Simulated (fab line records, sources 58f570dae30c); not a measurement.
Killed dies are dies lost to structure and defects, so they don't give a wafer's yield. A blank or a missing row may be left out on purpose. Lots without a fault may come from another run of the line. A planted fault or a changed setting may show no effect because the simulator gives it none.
Problem report in the 8D (eight disciplines) form, filled by code | flow berkeley_cmos170 | the parts of the form that need people (team, actions taken, sign-off) are left out

1. THE PROBLEM
PWELL_NITRIDE_THK at UCB170_PWELL_THK_MEAS_06 reads a mean of 92.4 nm on 12 wafers of 4 lots; wafers without a fault read 220.1 nm with a standard deviation of 1.6. That is -80 standard deviations from the usual mean.
First seen on wafer L310.2, day 7 00:23, on film_metro-02. The record holds 48 wafers of 16 lots with a number at this step. Rule for "out", or "out of limits": more than 4 standard deviations from the usual mean. The other wafers with a number count as sound.

2. WHAT IT IS AND WHAT IT IS NOT
question                    | is                           | is not
which readings at this step | PWELL_NITRIDE_THK            | -
which lots                  | L309, L310, L311, L312       | L291, L292, L293, L295, L296, L297, L298, L299, L300, L302, L304, L313
which wafers of those lots  | all that have a number       | -
read on which gauges        | film_metro-02, film_metro-03 | film_metro-04
when                        | from day 7 00:23             | up to then (33 sound wafers); but 3 sound wafers of L313 came after

3. SUSPECTS, AND WHAT RULES EACH OUT
Counting: a tool at a process step up to the reading stays a suspect if it ran every lot that is out and no sound lot after the first of them.
- the gauge at UCB170_PWELL_THK_MEAS_06: ruled out. The wafers that are out were read on 2 gauges (film_metro-02, film_metro-03).
- lpcvd-01 at UCB170_PWELL_CVD_05 (deposits Si3N4 from SiH2Cl2/NH3, target thk 220 nm, time 3300 s): kept. It ran every lot that is out, first L309 (day 6 22:28), and no sound lot after that; its last sound lot up to then is L298 (day 4 20:30).
Left after counting: lpcvd-01 at UCB170_PWELL_CVD_05.

4. THE CAUSE (what the simulator had put in)
Process parameter drift: lpcvd-01, from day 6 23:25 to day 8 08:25, at UCB170_PWELL_CVD_05. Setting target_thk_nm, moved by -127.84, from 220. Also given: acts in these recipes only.
Counting left only this tool.

5. THE CHAIN OF EFFECTS, in route order
Each row: a reading whose mean over the struck wafers that have a number lies more than 3 standard deviations from the usual. Only readings for which the record gives a usual standard deviation are gone through. hours: the time from each lot's start at the first step in this table that gives one to its start at this step, as a median over the lots. sigmas: the change in usual standard deviations.
hours | step                     | reading           | usual      | on struck wafers | change | sigmas
0     | UCB170_PWELL_THK_MEAS_06 | PWELL_NITRIDE_THK | 220.1 nm   | 92.4             | -127.7 | -80
1     | UCB170_PWELL_ETCH_14     | oes_product_au    | 0.944 a.u. | 0.612            | -0.332 | -22
The process steps in it:
- UCB170_PWELL_ETCH_14: etches Si3N4 in CH3F/Ar/O2, stops on SiO2, target depth 242 nm, time 151 s.
Later measuring or inspecting steps at which every struck wafer that the step has a row for has a number for every such reading, and none has moved that far: UCB170_ACTIVE_THK_MEAS_06.

6. WHAT WOULD HAVE CAUGHT IT SOONER
In this record the first reading out of limits at a measuring or inspecting step was taken at day 7 00:23, 1 hour after the fault began at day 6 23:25.
Of the tool readings at UCB170_PWELL_CVD_05 for which the record gives a usual standard deviation, none was out on any struck wafer, so an alarm limit of 4 standard deviations on them would not have fired.
All the lots that are out (4) had begun UCB170_PWELL_CVD_05 on lpcvd-01 by day 7 00:23. A hold on the tool at that time would have spared none of them.
